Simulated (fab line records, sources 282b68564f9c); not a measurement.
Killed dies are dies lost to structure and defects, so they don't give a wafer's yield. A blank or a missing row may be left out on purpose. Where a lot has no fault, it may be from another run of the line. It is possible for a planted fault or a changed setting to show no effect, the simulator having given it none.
A lot that was struck, set against a sound lot	flow rit_cmos	43 out of 202 route steps
Sound: wafers L246.3, L246.5, L246.6. Wafers L250.1, L250.2, L250.3 were the ones struck. At the end, the cause is stated.
For every step that has rows: the tool of each side, followed by ch and its chambers, followed by its first start. Under that, the readings that differ: sound wafers	struck wafers	difference of the means	sigmas: that difference in standard deviations of wafers without a fault.
alike: same words and numbers on both sides, and readings whose means sit less than 2 such deviations apart. not compared: any withheld reading, any reading some wafer has no value for, any bound like >300 that may hide the same value, and any number with overlapping values for which the record gives no deviation.
A row with sigmas, a row that says differs or no value, or rows on one side alone: a step with any of these is where the two part. When numbers do not overlap yet have no deviation, they are printed without sigmas and do not part them. Lack of a reading on every wafer of one side parts them only where that side has two or more wafers.

RIT_ACTIVE_THK_MEAS_02:
  sound: film_metro-01 at day 2 08:04; struck: film_metro-02 at day 3 04:03
  alike: ACTIVE_OXIDE_THK
then, 1 step without rows for these wafers: RIT_ACTIVE_CVD_03 (deposits Si3N4 from SiH2Cl2/NH3, target thk 150 nm, time 1500 s).
RIT_ACTIVE_THK_MEAS_04:
  sound: film_metro-01 at day 2 09:33; struck: film_metro-01 at day 3 05:32
  alike: ACTIVE_NITRIDE_THK
then, 6 steps without rows for these wafers: RIT_ACTIVE_HMDS_05 (prime time 60 s); RIT_ACTIVE_COAT_06 (resist thk 1000 nm); RIT_ACTIVE_SOFTBAKE_07 (time 60 s); RIT_ACTIVE_EXPOSE_08 (exposes mask M1, target cd 1400 nm); RIT_ACTIVE_PEB_09; RIT_ACTIVE_DEVELOP_10 (develop time 50 s).
RIT_ACTIVE_CD_MEAS_11: target cd 1400 nm.
  sound: cd_sem-02 at day 2 10:29; struck: cd_sem-02 at day 3 06:26
  alike: cd_nm
then, 1 step without rows for these wafers: RIT_ACTIVE_HARDBAKE_12 (time 60 s).
RIT_ACTIVE_ETCH_13: etches Si3N4 in SF6, stops on SiO2, time 210 s, target depth 210 nm.
  sound on rie_diel-01 ch 0,1,3, day 2 10:43; struck on rie_diel-03 ch 1,2,3, day 3 06:43
  alike: SF6_flow_sccm, drypump_motor_current_A, oes_product_au, throttle_valve_pct
  not compared: rf_hours_counter_h
RIT_ACTIVE_STRIP_14: strips in O2, time 180 s.
  sound on plasma_asher-03 ch 0,1, day 2 10:54; struck on plasma_asher-01 ch 0,1, day 3 06:50
  alike: drypump_motor_current_A
  not compared: rf_hours_counter_h
RIT_ACTIVE_CD_MEAS_90: target cd 1400 nm.
  sound: cd_sem-01 at day 2 11:08; struck: cd_sem-01 at day 3 07:01
  alike: cd_nm
then, 4 steps without rows for these wafers: RIT_ACTIVE_CLEAN_15 (cleans in SC1, time 600 s); RIT_ACTIVE_CLEAN_16 (cleans in dHF, time 30 s); RIT_ACTIVE_CLEAN_17 (cleans in SC2, time 600 s); RIT_FOX1_OXIDATION_00 (target thk 350.7 nm, ox time 1130 s).
RIT_FOX1_THK_MEAS_01:
  sound: film_metro-03 at day 2 13:55; struck: film_metro-04 at day 3 09:01
  alike: FOX1_OXIDE_THK
then, 2 steps without rows for these wafers: RIT_FOX1_WET_ETCH_02 (etches SiO2 in BOE, target depth 350 nm, time 390 s); RIT_FOX2_OXIDATION_00 (target thk 350.7 nm, ox time 1130 s).
RIT_FOX2_THK_MEAS_01:
  sound: film_metro-04 at day 2 15:25; struck: film_metro-01 at day 3 10:30
  alike: FOX2_OXIDE_THK
then, 2 steps without rows for these wafers: RIT_FOX2_CLEAN_02 (cleans in dHF, time 180 s); RIT_FOX2_WET_ETCH_03 (etches Si3N4 in H3PO4, target depth 195 nm, time 2700 s).
RIT_FOX2_THK_MEAS_90:
  sound: film_metro-03 at day 2 16:17; struck: film_metro-03 at day 3 11:22
  alike: FIELD_OXIDE_LEFT_1_THK
then, 6 steps without rows for these wafers: RIT_NWELL_HMDS_00 (prime time 60 s); RIT_NWELL_COAT_01 (resist thk 1300 nm); RIT_NWELL_SOFTBAKE_02 (time 60 s); RIT_NWELL_EXPOSE_03 (exposes mask M2, target cd 43900 nm); RIT_NWELL_PEB_04; RIT_NWELL_DEVELOP_05 (develop time 68 s).
RIT_NWELL_OVL_MEAS_06:
  sound: overlay-02 at day 2 17:32; struck: overlay-01 at day 3 12:26
  alike: NWELL_OVL
then, 2 steps without rows for these wafers: RIT_NWELL_HARDBAKE_07 (time 120 s); RIT_NWELL_IMPLANT_08.
RIT_NWELL_STRIP_09: strips in O2, time 180 s.
  sound on plasma_asher-02 ch 0,1, day 2 18:01; struck on plasma_asher-02 ch 0,1, day 3 12:52
  alike: drypump_motor_current_A
  not compared: rf_hours_counter_h
RIT_NWELL_TW_MEAS_10:
  sound: film_metro-01 at day 2 18:09; struck: film_metro-01 at day 3 13:03
  alike: NWELL_TW
then, 6 steps without rows for these wafers: RIT_PWELL_HMDS_00 (prime time 60 s); RIT_PWELL_COAT_01 (resist thk 1300 nm); RIT_PWELL_SOFTBAKE_02 (time 60 s); RIT_PWELL_EXPOSE_03 (exposes mask M3, target cd 43700 nm); RIT_PWELL_PEB_04; RIT_PWELL_DEVELOP_05 (develop time 68 s).
RIT_M1_PROBE_99:
  sound: prober-02 at day 4 06:24; struck: prober-01 at day 5 02:45
reading	sound	struck	difference	sigmas
killed_at_front_end	9 3 5	23 20 23	+16	+6
killed_dies	10 3 5	23 22 23	+17	+6
killed_on_rim	1 2 0	10 11 13	+10	+7
  alike: killed_at_M0_to_M3, killed_at_contacts, killed_open, killed_short

WHERE THEY PART
Only at RIT_M1_PROBE_99, as far as this record shows.

WHY: what had been put in by the simulator
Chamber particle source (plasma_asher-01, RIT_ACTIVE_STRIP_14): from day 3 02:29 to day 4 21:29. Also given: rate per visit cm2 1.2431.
